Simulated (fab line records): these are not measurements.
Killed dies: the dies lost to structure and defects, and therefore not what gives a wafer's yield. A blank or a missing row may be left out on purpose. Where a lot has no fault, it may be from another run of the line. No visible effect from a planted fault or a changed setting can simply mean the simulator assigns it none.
Split-lot study :: flow berkeley cmos170 :: 19 wafers read across 5 lots, on a route 331 steps long

THE SPLIT ITSELF
At UCB170_M3_COAT_10 (resist thk 900 nm), the setting resist thk nm was moved away from the recipe's 900 nm on 8 of the 19 wafers read, by -5.9% to -3.4%. All remaining wafers had this setting at the recipe value.

The reading comes from the split's own step.

THE READING
KrF_of_M3_COAT_10.thk nm (the simulator's own value, which no gauge read), in nm, at UCB170_M3_COAT_10 (resist thk 900 nm). The file does not state a usual value for it. Average 900.7 nm, standard deviation 2.5 nm, over the 11 wafers here run with the recipe.

wafer: L075.2
tool, chamber at the split: litho track-02, 0
resist thk nm as run, nm: 900
against the recipe: recipe
KrF_of_M3_COAT_10.thk nm, nm: 900.5
against lot-mates on the recipe: -

wafer: L075.4
tool, chamber at the split: litho track-02, 0
resist thk nm as run, nm: 900
against the recipe: recipe
KrF_of_M3_COAT_10.thk nm, nm: 901.9
against lot-mates on the recipe: -

wafer: L075.5
tool, chamber at the split: litho track-02, 0
resist thk nm as run, nm: 900
against the recipe: recipe
KrF_of_M3_COAT_10.thk nm, nm: 899.5
against lot-mates on the recipe: -

wafer: L074.1
tool, chamber at the split: litho track-02, 0
resist thk nm as run, nm: 900
against the recipe: recipe
KrF_of_M3_COAT_10.thk nm, nm: 899.2
against lot-mates on the recipe: -

wafer: L074.2
tool, chamber at the split: litho track-02, 0
resist thk nm as run, nm: 846.6
against the recipe: -5.9%
KrF_of_M3_COAT_10.thk nm, nm: 846.4
against lot-mates on the recipe: -54.6

wafer: L074.3
tool, chamber at the split: litho track-02, 0
resist thk nm as run, nm: 900
against the recipe: recipe
KrF_of_M3_COAT_10.thk nm, nm: 902.9
against lot-mates on the recipe: -

wafer: L074.4
tool, chamber at the split: litho track-02, 0
resist thk nm as run, nm: 846.6
against the recipe: -5.9%
KrF_of_M3_COAT_10.thk nm, nm: 848.6
against lot-mates on the recipe: -52.4

wafer: L074.5
tool, chamber at the split: litho track-02, 0
resist thk nm as run, nm: 846.6
against the recipe: -5.9%
KrF_of_M3_COAT_10.thk nm, nm: 847.3
against lot-mates on the recipe: -53.8

wafer: L077.3
tool, chamber at the split: litho track-04, 0
resist thk nm as run, nm: 869.7
against the recipe: -3.4%
KrF_of_M3_COAT_10.thk nm, nm: 874.2
against lot-mates on the recipe: -32.4

wafer: L077.5
tool, chamber at the split: litho track-04, 0
resist thk nm as run, nm: 900
against the recipe: recipe
KrF_of_M3_COAT_10.thk nm, nm: 906.6
against lot-mates on the recipe: -

wafer: L077.6
tool, chamber at the split: litho track-04, 0
resist thk nm as run, nm: 869.7
against the recipe: -3.4%
KrF_of_M3_COAT_10.thk nm, nm: 873.8
against lot-mates on the recipe: -32.8

wafer: L081.1
tool, chamber at the split: litho track-02, 0
resist thk nm as run, nm: 900
against the recipe: recipe
KrF_of_M3_COAT_10.thk nm, nm: 897
against lot-mates on the recipe: -

wafer: L081.2
tool, chamber at the split: litho track-02, 0
resist thk nm as run, nm: 863.1
against the recipe: -4.1%
KrF_of_M3_COAT_10.thk nm, nm: 862.8
against lot-mates on the recipe: -35.7

wafer: L081.4
tool, chamber at the split: litho track-02, 0
resist thk nm as run, nm: 863.1
against the recipe: -4.1%
KrF_of_M3_COAT_10.thk nm, nm: 862.8
against lot-mates on the recipe: -35.7

wafer: L081.3
tool, chamber at the split: litho track-02, 0
resist thk nm as run, nm: 863.1
against the recipe: -4.1%
KrF_of_M3_COAT_10.thk nm, nm: 857.7
against lot-mates on the recipe: -40.8

wafer: L081.5
tool, chamber at the split: litho track-02, 0
resist thk nm as run, nm: 900
against the recipe: recipe
KrF_of_M3_COAT_10.thk nm, nm: 900
against lot-mates on the recipe: -

wafer: L084.3
tool, chamber at the split: litho track-03, 0
resist thk nm as run, nm: 900
against the recipe: recipe
KrF_of_M3_COAT_10.thk nm, nm: 898.1
against lot-mates on the recipe: -

wafer: L084.5
tool, chamber at the split: litho track-03, 0
resist thk nm as run, nm: 900
against the recipe: recipe
KrF_of_M3_COAT_10.thk nm, nm: 901
against lot-mates on the recipe: -

wafer: L084.6
tool, chamber at the split: litho track-03, 0
resist thk nm as run, nm: 900
against the recipe: recipe
KrF_of_M3_COAT_10.thk nm, nm: 901.5
against lot-mates on the recipe: -

FIT RESULTS
A straight line over all 19 wafers: KrF_of_M3_COAT_10.thk nm changes by +9.06 nm for each +1% of resist thk nm; r = +0.99; the points scatter about the line by 2.8 nm.
The same after taking each lot's own level away (the mean of its wafers on the recipe; 19 wafers): +9.12 nm for each +1%; r = +1.00; scatter 1.7 nm.
That fit puts the effect of the largest move of resist thk nm on the reading at 54 nm.
The span of the lots' own levels, 898.50 to 906.60 nm, comes to 3.3 times the standard deviation stated above.
Hence the lot-to-lot level has little effect on the slope; both slopes agree.
Check: for one of the wafers moved furthest among these (-5.9%), held out of the fit, the line's prediction against its lot-mates is -54.1 nm. It came out at -54.6 nm against them.

ADDITIONAL SPLITS CARRIED BY THESE WAFERS
Before the reading, these wafers also passed through other splits. Each is held against what the fit with the lots' levels taken away leaves over:
other split on the same wafers: UCB170_NSD_SOFTBAKE_02 time s
wafers away from the commonest value: 9
r with KrF_of_M3_COAT_10.thk nm (lot level and that fit taken away): +0.29

other split on the same wafers: UCB170_SILICIDE_SPUTTER_01 power w
wafers away from the commonest value: 7
r with KrF_of_M3_COAT_10.thk nm (lot level and that fit taken away): +0.07

other split on the same wafers: UCB170_CONTACT_COAT_10 resist thk nm
wafers away from the commonest value: 5
r with KrF_of_M3_COAT_10.thk nm (lot level and that fit taken away): +0.07

other split on the same wafers: UCB170_CONTACT_ETCH_18 over etch frac
wafers away from the commonest value: 7
r with KrF_of_M3_COAT_10.thk nm (lot level and that fit taken away): -0.11

other split on the same wafers: UCB170_V1_PEB_10 peb temp c
wafers away from the commonest value: 6
r with KrF_of_M3_COAT_10.thk nm (lot level and that fit taken away): +0.32

other split on the same wafers: UCB170_V2_CVD_00 time s
wafers away from the commonest value: 9
r with KrF_of_M3_COAT_10.thk nm (lot level and that fit taken away): +0.10

other split on the same wafers: UCB170_M3_SPUTTER_01 power w
wafers away from the commonest value: 5
r with KrF_of_M3_COAT_10.thk nm (lot level and that fit taken away): +0.02

THE FILE'S OWN FIT
KrF_of_M3_COAT_10.thk nm changes by +9.13 nm for each +1% of resist thk nm, r = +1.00.
